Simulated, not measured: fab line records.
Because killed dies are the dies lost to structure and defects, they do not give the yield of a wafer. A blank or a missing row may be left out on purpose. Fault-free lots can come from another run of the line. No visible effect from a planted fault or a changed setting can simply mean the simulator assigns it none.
One fault seen from 2 desks + flow berkeley_cmos170 + each desk holds nothing but its own numbers, with what lay behind them at the end

## AT THE TOOL OWNER'S DESK: litho_track-01
At UCB170_V1_SOFTBAKE_08 (time 60 s), the tool's own readings, given per lot that ran on this tool as the mean of the sampled wafers with a number. If a lot's mean is further than 4 standard deviations from the usual mean, the lot is out of limits and carries the mark OUT (the distance appears in the brackets).
Columns: A = run_length_s at UCB170_V1_SOFTBAKE_08, usual 89.30 s
| lot  | first seen here | A               |
|------|-----------------|-----------------|
| L106 | day 9 17:16     | 89.16           |
| L105 | day 9 20:17     | 89.25           |
| L108 | day 9 20:44     | 89.18           |
| L114 | day 10 20:02    | 89.03           |
| L115 | day 10 21:47    | 95.02 (+36) OUT |
| L120 | day 11 17:38    | 95.01 (+36) OUT |
This desk finds L115, L120 out of limits, L115 being first, at day 10 21:47 (run_length_s at UCB170_V1_SOFTBAKE_08). L106, L105, L108, L114 stayed within limits.

## AT THE METROLOGY DESK
Lot by lot, what the gauges showed, no matter which tool ran the lot: averages of those sampled wafers that carry a number. If a lot's mean is further than 4 standard deviations from the usual mean, the lot is out of limits and carries the mark OUT (the distance appears in the brackets).
Columns: A = V2_TEOS_THK at UCB170_V2_THK_MEAS_01, usual 2002 nm
| lot  | first seen here | A    |
|------|-----------------|------|
| L106 | day 9 22:25     | 1987 |
| L107 | day 9 23:48     | 2013 |
| L105 | day 10 01:07    | 1999 |
| L108 | day 10 01:27    | 1999 |
| L109 | day 10 13:58    | 2005 |
| L110 | day 10 18:02    | 1996 |
| L112 | day 10 18:07    | 2020 |
| L111 | day 10 18:59    | 2027 |
| L114 | day 11 01:50    | 2023 |
| L115 | day 11 03:23    | 1977 |
| L120 | day 11 22:14    | 2004 |
| L123 | day 12 20:27    | 2000 |
| L122 | day 12 22:02    | 2020 |
| L125 | day 13 03:42    | 2010 |
This desk's finding: nothing out of limits on any of the 14 lots.

## PUT TOGETHER
On L115, L120, at day 10 21:47, an alarm was possible from the tool owner's desk.
Metrology desk: nothing out of limits seen.
The metrology desk has L115, L120 on record, within its limits.
UCB170_V1_SOFTBAKE_08 was run on litho_track-01 by each of the lots named.

## WHAT HAD BEEN PUT IN BY THE SIMULATOR
Process parameter drift: litho_track-01, from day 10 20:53 on, at UCB170_V1_SOFTBAKE_08. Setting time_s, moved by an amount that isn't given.
Lots struck among those shown: L115, L120.
Hours from the fault's start to each desk's first reading out of limits: the tool owner's desk, 1.
